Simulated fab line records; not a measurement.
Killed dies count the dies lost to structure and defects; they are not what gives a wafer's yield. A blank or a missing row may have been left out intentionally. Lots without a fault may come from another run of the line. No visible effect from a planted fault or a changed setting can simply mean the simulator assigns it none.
Code-filled problem report in 8D (eight disciplines) form -- flow ritCmos -- the parts of the form that need people (team, actions taken, sign-off) are left out

== 1. THE PROBLEM ==
chamberPressureMTorr at RIT_ACTIVE_ETCH_13 reads a mean of 129.97 mTorr on 2 wafers of 2 lots; wafers without a fault read 259.97 mTorr with a standard deviation of 0.25. That is -99 or more standard deviations from the usual mean.
The step: etches Si3N4 in SF6, stops on SiO2, time 210 s, target depth 210 nm.
The first sign was on wafer L559.4 at day 3 17:59, on rieDiel-04. The record has a number at this step for 18 wafers belonging to 6 lots. By rule, "out" or "out of limits" means more than 4 standard deviations away from the usual mean. The rest of the wafers with a number are treated as sound.

== 2. WHAT IT IS, AND WHAT IT ISN'T ==
question,is,is not
which readings at this step,chamberPressureMTorr,"drypumpMotorCurrentA, oesProductAu, throttleValvePct"
which lots,"L559, L560","L549, L552, L564, L572"
which wafers of those lots,"L559.4, L560.2","L559.1, L559.6, L560.1, L560.5"
read on which tools,rieDiel-04,"rieDiel-01, rieDiel-03"
when,from day 3 17:59,"up to then (8 sound wafers); but 8 sound wafers of L560, L564, L572 came after"

== 3. SUSPECTS, AND WHAT RULES EACH OUT ==
Counting: any tool at a process step up to the reading remains a suspect provided it ran every lot that is out. Sound lots after the first of them don't rule it out here, since some wafers of a struck lot are sound.
- rieDiel-04 at RIT_ACTIVE_ETCH_13 (etches Si3N4 in SF6, stops on SiO2, time 210 s, target depth 210 nm): kept. Ran every lot that is out, first one L559 (day 3 17:59); last sound lot up to then L549 (day 1 18:20). Its own chamberPressureMTorr readings are out on those wafers.
- Within rieDiel-04 at RIT_ACTIVE_ETCH_13: the wafers that are out ran in chamber 1; their sound lot-mates ran in chambers 0, 2, 3.
After counting, what remains is rieDiel-04 at RIT_ACTIVE_ETCH_13.

== 4. THE CAUSE (what the simulator had put in) ==
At RIT_ACTIVE_ETCH_13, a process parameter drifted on rieDiel-04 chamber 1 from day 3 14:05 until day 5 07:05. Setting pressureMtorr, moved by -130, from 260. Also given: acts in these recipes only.
After counting, this tool was the only one left.

== 5. THE CHAIN OF EFFECTS, in route order ==
Rows list readings where the struck wafers' mean (over those with a number) sits beyond 3 standard deviations from the usual. Readings are gone through only where the record gives a usual standard deviation; hours: the median, over the lots, of the time from a lot's start at the first step in this table giving one to that lot's start at this step; sigmas: the change measured in usual standard deviations.
hours,step,reading,usual,on struck wafers,change,sigmas
0,RIT_ACTIVE_ETCH_13,chamberPressureMTorr,259.97 mTorr,129.97,-130.01,-99 or more
Here are the process steps it includes:
- RIT_ACTIVE_ETCH_13: etches Si3N4 in SF6, stops on SiO2, time 210 s, target depth 210 nm.

== 6. WHAT WOULD HAVE CAUGHT IT SOONER ==
The fault began at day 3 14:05; the first out-of-limits reading in this record came at day 3 17:59, 4 hours later.
